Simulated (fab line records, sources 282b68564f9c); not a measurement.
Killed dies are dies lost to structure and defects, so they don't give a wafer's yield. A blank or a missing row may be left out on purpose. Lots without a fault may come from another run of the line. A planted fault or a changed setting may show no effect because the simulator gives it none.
A struck lot beside a sound one | flow rit_cmos | 28 steps out of a route of 202
Sound: wafers L649.2, L649.4, L649.6. Struck: wafers L657.1, L657.4, L657.6. The cause comes at the end.
At each step with rows: each side's tool, then ch and its chambers, then its first start. Under that, the readings that differ: sound wafers | struck wafers | difference of the means | sigmas: that difference in standard deviations of wafers without a fault.
alike: readings whose means differ by less than 2 such deviations, and words and numbers that are the same on both sides. not compared: withheld readings, readings that some wafer has no value for, bounds like >300 that may hide the same value, and numbers for which the record gives no deviation and whose values overlap.
The two part at a step that has a row with sigmas, a row that says differs or no value, or rows on one side only. Numbers that don't overlap but have no deviation are shown without sigmas and don't part them. A reading that every wafer of one side lacks parts them only if that side has two wafers or more.

RIT_ACTIVE_BOW_MEAS_00:
  sound on film_metro-01, day 2 11:01; struck on film_metro-03, day 4 03:00
  alike: INCOMING_BOW
RIT_ACTIVE_OXIDATION_01: target thk 46.8 nm, ox time 3360 s.
  sound on furnace-04 ch 0, day 2 12:07; struck on furnace-01 ch 0, day 4 03:57
  reading                                       | sound             | struck            | difference | sigmas
  model.SiO2_of_ACTIVE_OXIDATION_01.thk_nm (nm) | 43.67 44.03 43.81 | 46.23 46.77 46.06 | +2.52      |
  alike: ox_temp_c
RIT_ACTIVE_THK_MEAS_02:
  sound on film_metro-01, day 2 14:03; struck on film_metro-02, day 4 05:53
  reading               | sound          | struck         | difference | sigmas
  ACTIVE_OXIDE_THK (nm) | 43.7 44.1 43.9 | 46.2 46.8 46.0 | +2.4       | +3
then, 1 step without rows for these wafers: RIT_ACTIVE_CVD_03 (deposits Si3N4 from SiH2Cl2/NH3, target thk 150 nm, time 1500 s).
RIT_ACTIVE_THK_MEAS_04:
  sound on film_metro-02, day 2 15:32; struck on film_metro-03, day 4 08:04
  alike: ACTIVE_NITRIDE_THK
then, 6 steps without rows for these wafers: RIT_ACTIVE_HMDS_05 (prime time 60 s); RIT_ACTIVE_COAT_06 (resist thk 1000 nm); RIT_ACTIVE_SOFTBAKE_07 (time 60 s); RIT_ACTIVE_EXPOSE_08 (exposes mask M1, target cd 1400 nm); RIT_ACTIVE_PEB_09; RIT_ACTIVE_DEVELOP_10 (develop time 50 s).
RIT_ACTIVE_CD_MEAS_11: target cd 1400 nm.
  sound on cd_sem-02, day 2 16:27; struck on cd_sem-01, day 4 08:59
  alike: cd_nm
then, 1 step without rows for these wafers: RIT_ACTIVE_HARDBAKE_12 (time 60 s).
RIT_ACTIVE_ETCH_13: etches Si3N4 in SF6, stops on SiO2, time 210 s, target depth 210 nm.
  sound on rie_diel-04 ch 1,2,3, day 2 16:42; struck on rie_diel-02 ch 0,3, day 4 09:15
  alike: drypump_motor_current_A, oes_product_au, throttle_valve_pct
  not compared: rf_hours_counter_h
RIT_ACTIVE_STRIP_14: strips in O2, time 180 s.
  sound on plasma_asher-02 ch 0,1, day 2 16:50; struck on plasma_asher-02 ch 0, day 4 09:23
  alike: drypump_motor_current_A
  not compared: rf_hours_counter_h
RIT_ACTIVE_CD_MEAS_90: target cd 1400 nm.
  sound on cd_sem-01, day 2 17:01; struck on cd_sem-02, day 4 09:34
  alike: cd_nm
then, 4 steps without rows for these wafers: RIT_ACTIVE_CLEAN_15 (cleans in SC1, time 600 s); RIT_ACTIVE_CLEAN_16 (cleans in dHF, time 30 s); RIT_ACTIVE_CLEAN_17 (cleans in SC2, time 600 s); RIT_FOX1_OXIDATION_00 (target thk 350.7 nm, ox time 1130 s).
RIT_FOX1_THK_MEAS_01:
  sound on film_metro-04, day 2 21:04; struck on film_metro-02, day 4 11:23
  alike: FOX1_OXIDE_THK
then, 2 steps without rows for these wafers: RIT_FOX1_WET_ETCH_02 (etches SiO2 in BOE, target depth 350 nm, time 390 s); RIT_FOX2_OXIDATION_00 (target thk 350.7 nm, ox time 1130 s).
RIT_FOX2_THK_MEAS_01:
  sound on film_metro-03, day 2 22:36; struck on film_metro-01, day 4 12:53
  alike: FOX2_OXIDE_THK
then, 1 step without rows for these wafers: RIT_FOX2_CLEAN_02 (cleans in dHF, time 180 s).
RIT_FOX2_WET_ETCH_03: etches Si3N4 in H3PO4, target depth 195 nm, time 2700 s.
  sound on wet_bench-02 ch 2, day 2 22:43; struck on wet_bench-02 ch 2, day 4 13:00
  reading                                       | sound             | struck            | difference | sigmas
  model.SiO2_of_ACTIVE_OXIDATION_01.thk_nm (nm) | 38.25 39.17 38.33 | 40.47 41.56 40.32 | +2.20      |
RIT_FOX2_THK_MEAS_90:
  sound on film_metro-04, day 2 23:28; struck on film_metro-04, day 4 13:45
  alike: FIELD_OXIDE_LEFT_1_THK
then, 1 step without rows for these wafers: RIT_M1_PROBE_99.

WHERE THEY PART
Only at RIT_ACTIVE_THK_MEAS_02, within this record. Later steps at which nothing parts them and some readings are alike: RIT_ACTIVE_THK_MEAS_04, RIT_ACTIVE_CD_MEAS_11, RIT_ACTIVE_ETCH_13, RIT_ACTIVE_STRIP_14, RIT_ACTIVE_CD_MEAS_90, RIT_FOX1_THK_MEAS_01, RIT_FOX2_THK_MEAS_01, RIT_FOX2_THK_MEAS_90.

WHY: what the simulator had put in
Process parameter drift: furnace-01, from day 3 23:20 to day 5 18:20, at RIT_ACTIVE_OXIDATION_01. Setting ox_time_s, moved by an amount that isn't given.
